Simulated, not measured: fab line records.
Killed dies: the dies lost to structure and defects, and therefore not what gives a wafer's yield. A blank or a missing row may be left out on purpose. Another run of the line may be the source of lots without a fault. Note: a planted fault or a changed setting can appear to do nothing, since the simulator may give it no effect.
A lot that was struck, set against a sound lot    flow berkeleyCmos170    14 out of 331 route steps
Sound: the wafers L761.1, L761.3, L761.5. The struck wafers were L753.1, L753.3, L753.4. The cause comes at the end.
At each step with rows: each side's tool, then ch and its chambers, then its first start. Under that, the readings that differ: sound wafers    struck wafers    difference of the means    sigmas: that difference in standard deviations of wafers without a fault.
alike: readings with means less than 2 such deviations apart, plus words and numbers identical on both sides. not compared: withheld readings, readings lacking a value on some wafer, bounds such as >300 that could conceal the same value, and numbers that have no deviation in the record and whose values overlap.
A row with sigmas, a row that says differs or no value, or rows on one side alone: a step with any of these is where the two part. When numbers do not overlap yet have no deviation, they are printed without sigmas and do not part them. A reading that every wafer of one side lacks parts them only if that side has two wafers or more.

first, 3 steps without rows for these wafers: UCB170_NSD_EXPOSE_03 (exposes mask NSELECT MOD, target cd 1200 nm); UCB170_NSD_PEB_04; UCB170_NSD_DEVELOP_05 (develop time 45 s).
UCB170_NSD_CD_MEAS_06: the cd target is 1200 nm.
  sound on cdSem-01 at day 10 21:11; struck on cdSem-01 at day 8 18:16
  alike: cdNm
UCB170_NSD_OVL_MEAS_07:
  sound on overlay-02 at day 10 21:19; struck on overlay-02 at day 8 18:23
  alike: NSD_OVL
after that, 1 step had no rows for these wafers: UCB170_NSD_IMPLANT_08.
UCB170_NSD_STRIP_09: strips in O2.
  sound on plasmaAsher-04 ch 0,1, day 10 21:30; struck on plasmaAsher-02 ch 0,1, day 8 18:34
  alike: chamberPressureMTorr, drypumpMotorCurrentA, oesProductAu, stripTimeToEndpointS
  not compared: rfHoursCounterH
UCB170_NSD_TW_MEAS_10:
  sound on filmMetro-02 at day 10 21:36; struck on filmMetro-02 at day 8 18:40
  alike: NSD_TW
then, 4 steps without rows for these wafers: UCB170_NSD_CLEAN_11 (cleans in SPM, time 600 s); UCB170_BACKSIDE_HMDS_00 (prime time 60 s); UCB170_BACKSIDE_COAT_01 (resist thk 900 nm); UCB170_BACKSIDE_SOFTBAKE_02 (time 60 s).
UCB170_BACKSIDE_STRIP_03: strips in O2.
  sound on plasmaAsher-02 ch 0,1, day 10 22:50; struck on plasmaAsher-03 ch 0,1, day 8 19:34
  no value came back on the struck wafers for chamberPressureMTorr (mTorr), drypumpMotorCurrentA (A), oesProductAu (a.u.), stripTimeToEndpointS (s); on the sound wafers chamberPressureMTorr (mTorr) reads 3497 3498 3493
reading                                   sound  struck           difference  sigmas
model.KrF_of_BACKSIDE_COAT_01.thkNm (nm)  0 0 0  897.3 898.5 895  +896.9      
  not compared: rfHoursCounterH
then, 1 step without rows for these wafers: UCB170_BACKSIDE_CLEAN_04 (cleans in SPM, time 600 s).

## WHERE THEY PART
UCB170_BACKSIDE_STRIP_03 only, going by this record.

WHY: the cause the simulator had injected
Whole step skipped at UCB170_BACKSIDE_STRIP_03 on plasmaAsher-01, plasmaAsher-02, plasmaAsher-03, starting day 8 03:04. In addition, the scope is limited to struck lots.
